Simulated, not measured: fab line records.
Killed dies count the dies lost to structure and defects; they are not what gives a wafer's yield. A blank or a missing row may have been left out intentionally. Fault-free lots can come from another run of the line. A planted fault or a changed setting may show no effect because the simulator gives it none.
Comparing a struck lot with a sound one :: flow berkeleyCmos170 :: 15 steps out of a route of 331
Sound: the wafers L493.1, L493.5, L493.6. Struck: wafer L497.1. (L497.2, L497.4 of the same lot were not struck and are left out.) The cause comes at the end.
Per side, at each step with rows, come the tool, then ch with its chambers, and then its first start. Under that, the readings that differ: sound wafers :: struck wafers :: difference of the means :: sigmas: that difference in standard deviations of wafers without a fault.
alike: words and numbers the same on both sides, and readings whose means are apart by under 2 such deviations; not compared: readings that were withheld, readings missing a value for some wafer, numbers with overlapping values and no deviation given by the record, and bounds like >300 which may hide the same value.
A row with sigmas, a row that says differs or no value, or rows on one side alone: a step with any of these is where the two part. Numbers that have no deviation but don't overlap get no sigmas and don't part them. Lack of a reading on every wafer of one side parts them only where that side has two or more wafers.

first, 5 steps without rows for these wafers: UCB170_M1_COAT_04 (resist thk 900 nm); UCB170_M1_SOFTBAKE_05 (time 60 s); UCB170_M1_EXPOSE_06 (exposes mask METAL1, target cd 700 nm); UCB170_M1_PEB_07; UCB170_M1_DEVELOP_08 (develop time 45 s).
UCB170_M1_CD_MEAS_09: target cd 700 nm.
  sound on cdSem-01, day 8 09:14; struck on cdSem-02, day 8 23:25
reading: cdNm (nm)
sound: 698.9 700.7 700.4
struck: 696.8
difference: -3.2
sigmas: -2
UCB170_M1_OVL_MEAS_10:
  sound on overlay-01, day 8 09:22; struck on overlay-01, day 8 23:32
  alike: M1_OVL
UCB170_M1_ETCH_11: etches BARC in N2/H2.
  sound on rieDiel-01 ch 0,1,3, day 8 09:23; struck on rieDiel-02 ch 0, day 8 23:34
reading: throttleValvePct (%)
sound: 13.09 13.21 13.32
struck: 13.55
difference: +0.34
sigmas: +2
  alike: drypumpMotorCurrentA, oesProductAu
UCB170_M1_METAL_ETCH_12: etches Al in Cl2/BCl3, stops on PSG, target depth 780 nm, time 130 s.
  sound on rieMetal-01 ch 0,1, day 8 09:26; struck on rieMetal-01 ch 0, day 8 23:37
  alike: drypumpMotorCurrentA, mfcCl2Sccm, oesProductAu, throttleValvePct
  not compared: rfHoursCounterH
UCB170_M1_STRIP_13: strips in O2.
  sound on plasmaAsher-02 ch 0,1, day 8 09:34; struck on plasmaAsher-02 ch 0, day 8 23:45
  alike: drypumpMotorCurrentA, oesProductAu
  not compared: rfHoursCounterH
UCB170_M1_CD_MEAS_90: target cd 700 nm.
  sound on cdSem-02, day 8 09:45; struck on cdSem-01, day 8 23:51
reading: cdNm (nm)
sound: 703 696 704
struck: 693
difference: -8
sigmas: -3
then, 1 step without rows for these wafers: UCB170_M1_ANNEAL_14 (time 1200 s).
UCB170_V1_CVD_00: deposits SiO2 from TEOS/O2, target thk 2000 nm, time 250 s.
  sound on pecvd-04 ch 0,1, day 8 15:17; struck on pecvd-04 ch 1, day 9 01:44
  alike: heaterPowerW
  not compared: model.SiO2_of_V1_CVD_00.thkNm
UCB170_V1_THK_MEAS_01:
  sound on filmMetro-04, day 8 15:26; struck on filmMetro-02, day 9 01:53
  alike: V1_TEOS_THK
UCB170_M3_PROBE_99:
  rows exist in the record for the struck wafers here (prober-02, day 9 15:17), but not for the sound ones

WHERE THEY PART
Last at UCB170_M3_PROBE_99 as far as this record goes, first at UCB170_M1_CD_MEAS_09.

WHY: the cause the simulator had injected
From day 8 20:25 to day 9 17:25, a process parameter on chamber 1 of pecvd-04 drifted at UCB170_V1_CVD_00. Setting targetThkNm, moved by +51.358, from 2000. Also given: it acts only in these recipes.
